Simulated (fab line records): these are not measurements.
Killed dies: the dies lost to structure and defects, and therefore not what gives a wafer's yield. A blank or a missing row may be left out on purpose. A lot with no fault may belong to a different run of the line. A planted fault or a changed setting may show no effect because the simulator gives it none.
Check of tool commonality + flow ritCmos + 14 lots, 42 wafers sampled

== WHAT PROMPTED THE OPENING ==
RIT_ACTIVE_THK_MEAS_02, reading ACTIVE_OXIDE_THK: flagged on 2 of 14 lots. Wafers without a fault read 46.8 nm, standard deviation 0.86.
Rule: flag the lot when none of its wafers has a number, or when each of its wafers that has one lies beyond 4 standard deviations from that mean. The other lots count as sound.

| lot  | measured    | on           | ACTIVE_OXIDE_THK (nm), wafer by wafer | flag    |
|------|-------------|--------------|---------------------------------------|---------|
| L660 | day 1 17:17 | filmMetro-03 | 45.7 45.2 45.3                        |         |
| L663 | day 2 08:40 | filmMetro-02 | 47.8 47.5 47.8                        |         |
| L664 | day 2 14:27 | filmMetro-04 | 47.7 48.0 47.3                        |         |
| L665 | day 2 18:04 | filmMetro-02 | 45.4 45.5 45.7                        |         |
| L666 | day 2 23:50 | filmMetro-02 | 46.5 46.8 46.4                        |         |
| L667 | day 3 05:07 | filmMetro-03 | 45.6 45.4 45.8                        |         |
| L668 | day 3 09:03 | filmMetro-03 | 46.8 46.7 46.8                        |         |
| L669 | day 3 15:50 | filmMetro-02 | 46.2 45.7 46.3                        |         |
| L670 | day 3 20:13 | filmMetro-02 | 46.9 45.6 46.2                        |         |
| L671 | day 4 00:44 | filmMetro-04 | 47.9 48.0 47.5                        |         |
| L675 | day 4 20:52 | filmMetro-02 | 46.9 47.6 47.0                        |         |
| L679 | day 5 16:11 | filmMetro-04 | 53.9 53.5 53.7                        | FLAGGED |
| L680 | day 5 21:04 | filmMetro-02 | 53.8 53.7 54.0                        | FLAGGED |
| L682 | day 6 07:53 | filmMetro-04 | 46.3 47.0 47.4                        |         |
The numbers of the flagged lots are 53.8 nm on average: +7.0 nm against the usual, or +8 standard deviations.

== TOOL THAT RAN EACH LOT ==
The record keeps 1 process step preceding the reading, out of 202 steps on the route. Each cell gives the tool, then ch followed by the chambers the sampled wafers passed through, then the start.
| lot  | flag    | RIT_ACTIVE_OXIDATION_01      |
|------|---------|------------------------------|
| L660 |         | furnace-01 ch 0, day 1 15:21 |
| L663 |         | furnace-04 ch 0, day 2 06:43 |
| L664 |         | furnace-04 ch 0, day 2 12:31 |
| L665 |         | furnace-03 ch 0, day 2 16:07 |
| L666 |         | furnace-04 ch 0, day 2 21:53 |
| L667 |         | furnace-03 ch 0, day 3 03:11 |
| L668 |         | furnace-03 ch 0, day 3 07:07 |
| L669 |         | furnace-03 ch 0, day 3 13:53 |
| L670 |         | furnace-01 ch 0, day 3 18:16 |
| L671 |         | furnace-01 ch 0, day 3 22:49 |
| L675 |         | furnace-03 ch 0, day 4 18:56 |
| L679 | FLAGGED | furnace-03 ch 0, day 5 14:15 |
| L680 | FLAGGED | furnace-03 ch 0, day 5 19:07 |
| L682 |         | furnace-01 ch 0, day 6 05:57 |
What these steps do:
- RIT_ACTIVE_OXIDATION_01: target thk 46.8 nm, ox time 3360 s.
- RIT_ACTIVE_THK_MEAS_02

== FLAGGED OVER TOTAL, TOOL BY TOOL (the gauges that took the reading come last) ==
| step                    | tool         | lots run | flagged | share of the flagged lots | sound lots run after its first flagged lot |
|-------------------------|--------------|----------|---------|---------------------------|--------------------------------------------|
| RIT_ACTIVE_OXIDATION_01 | furnace-01   | 4        | 0       | none                      | -                                          |
| RIT_ACTIVE_OXIDATION_01 | furnace-03   | 7        | 2       | all                       | 0                                          |
| RIT_ACTIVE_OXIDATION_01 | furnace-04   | 3        | 0       | none                      | -                                          |
| RIT_ACTIVE_THK_MEAS_02  | filmMetro-02 | 7        | 1       | some                      | 0                                          |
| RIT_ACTIVE_THK_MEAS_02  | filmMetro-03 | 3        | 0       | none                      | -                                          |
| RIT_ACTIVE_THK_MEAS_02  | filmMetro-04 | 4        | 1       | some                      | 1 (L682)                                   |

== WHAT THE TABLE ALLOWS ==
All flagged lots share 1 row of the table, namely furnace-03 at RIT_ACTIVE_OXIDATION_01.
- furnace-03 at RIT_ACTIVE_OXIDATION_01: 2 of its 7 lots flagged. A fault beginning between L675 (day 4 18:56), its last sound lot, and L679 (day 5 14:15), its first flagged one, fits the data. Its own readings lie more than 4 standard deviations out on every wafer of the flagged lots: spikeTcCentreC, spikeTcLoadC, spikeTcSourceC, tubeCenterTempC, tube_center_temp_C_max.
furnace-03 at RIT_ACTIVE_OXIDATION_01 is the single tool remaining.

== WHAT THE SIMULATOR HAD INSERTED ==
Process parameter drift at RIT_ACTIVE_OXIDATION_01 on furnace-03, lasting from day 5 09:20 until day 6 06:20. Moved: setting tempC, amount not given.
Struck lots among those shown: L679, L680. The rule above found the same.
